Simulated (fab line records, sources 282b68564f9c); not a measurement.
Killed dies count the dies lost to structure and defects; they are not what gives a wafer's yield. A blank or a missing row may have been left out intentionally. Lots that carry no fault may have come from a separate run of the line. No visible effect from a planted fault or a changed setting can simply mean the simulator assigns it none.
Struck lot and sound lot, side by side :: flow ritCmos :: 18 out of 202 route steps
Sound: these wafers, L208.2, L208.4, L208.5. Struck: wafer L217.6 (L217.1, L217.5, from the same lot, were not struck and are left out); the cause is given at the end.
Each step with rows lists, per side, the tool, then ch with its chambers, then its first start. Under that, the readings that differ: sound wafers :: struck wafers :: difference of the means :: sigmas: that difference in standard deviations of wafers without a fault.
alike: a reading whose means differ by less than 2 such deviations, as well as words and numbers matching on both sides. not compared: withheld readings; readings where some wafer has no value; bounds like >300 that might hide an equal value; numbers whose values overlap and for which the record gives no deviation.
The two part at a step that has a row with sigmas, a row that says differs or no value, or rows on one side only. Numbers that have no deviation but don't overlap get no sigmas and don't part them. A reading missing from all wafers of one side parts the sides only when that side holds two or more wafers.

RIT_M1_SPUTTER_00: material Al, target thk 400 nm, time 500 s.
  struck on pvdSputter-02, day 5 21:38; sound on pvdSputter-01, day 3 23:58
  alike: throttleValvePct
RIT_M1_RS_MEAS_01: uses a four-point probe to measure.
  struck on filmMetro-02, day 5 21:56; sound on filmMetro-02, day 4 00:16
  alike: M1_AL_RS
RIT_M1_THK_MEAS_02: measures by xrf.
  struck on filmMetro-02, day 5 22:03; sound on filmMetro-02, day 4 00:23
  alike: M1_AL_THK
then, 6 steps without rows for these wafers: RIT_M1_HMDS_03 (prime time 60 s); RIT_M1_COAT_04 (resist thk 1300 nm); RIT_M1_SOFTBAKE_05 (time 60 s); RIT_M1_EXPOSE_06 (exposes mask M12, target cd 2600 nm); RIT_M1_PEB_07; RIT_M1_DEVELOP_08 (develop time 68 s).
RIT_M1_CD_MEAS_09 targets a cd of 2600 nm.
  struck on cdSem-01, day 5 23:07; sound on cdSem-01, day 4 01:20
  alike: cdNm
RIT_M1_OVL_MEAS_10:
  struck on overlay-01, day 5 23:14; sound on overlay-02, day 4 01:26
  alike: M1_OVL
then, 1 step without rows for these wafers: RIT_M1_HARDBAKE_11 (time 120 s).
RIT_M1_METAL_ETCH_12: etches Al in Cl2/BCl3, stops on SiO2, time 165 s, target depth 600 nm.
  sound on rieMetal-04 ch 0,1, day 4 01:43; struck on rieMetal-04 ch 1, day 5 23:31
reading: oesProductAu (a.u.)
sound: 0.768 0.765 0.766
struck: 0.622
difference: -0.144
sigmas: -13

reading: overEtchFrac
sound: 0.5 0.5 0.5
struck: 1.25
difference: +0.75
sigmas: 

reading: model.NOVOLAK_of_M1_COAT_04.thkNm (nm)
sound: 804.5 807.9 810.7
struck: 650.5
difference: -157.2
sigmas: 

reading: model.M1.featureDepthNm (nm)
sound: 432.1 430.5 430.5
struck: 450.1
difference: +19.1
sigmas: 

reading: model.SiO2_of_CONTACT_CVD_00.thkNm (nm)
sound: 364.6 367.4 363.3
struck: 345.4
difference: -19.7
sigmas: 
  alike: drypumpMotorCurrentA, throttleValvePct
  not compared: rfHoursCounterH
then, 1 step without rows for these wafers: RIT_M1_STRIP_13 (strips in nmp, time 600 s).
RIT_M1_STRIP_14: strips in O2, time 180 s.
  sound on plasmaAsher-04 ch 0,1, day 4 02:04; struck on plasmaAsher-04 ch 0, day 6 00:06
  alike: drypumpMotorCurrentA
  not compared: rfHoursCounterH
RIT_M1_CD_MEAS_90 targets a cd of 2600 nm.
  struck on cdSem-02, day 6 00:17; sound on cdSem-01, day 4 02:15
reading: cdNm (nm)
sound: 2601 2600 2601
struck: 2585
difference: -16
sigmas: -5
then, 1 step without rows for these wafers: RIT_M1_ANNEAL_15 (time 1800 s).
RIT_M1_PROBE_99:
  struck on prober-02, day 6 02:16; sound on prober-01, day 4 04:01
reading: killedAtContacts
sound: 0 0 0
struck: 1
difference: +1
sigmas: +3

reading: model.etest.antennaM1.gateLog10ACm2
sound: -6.066 -6.251 -6.048
struck: -6.028
difference: +0.094
sigmas: 

reading: model.etest.antennaM1.vtShiftV (V)
sound: -0.01022 -0.008991 -0.01592
struck: -0.02385
difference: -0.01214
sigmas: 
  alike: defectLimitedYield, killedAtFrontEnd, killedDies, killedOpen, killedShort, sort_bin_3_pad_short, sort_bin_5_function, sort_bin_6_memory, sortNPass, sortYieldPct

## WHERE THEY PART
Earliest at RIT_M1_METAL_ETCH_12; latest, in this record, at RIT_M1_PROBE_99.

WHY: what the simulator had put in
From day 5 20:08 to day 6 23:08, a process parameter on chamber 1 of rieMetal-04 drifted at RIT_M1_METAL_ETCH_12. From 0.5, the setting overEtchFrac moved by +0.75.
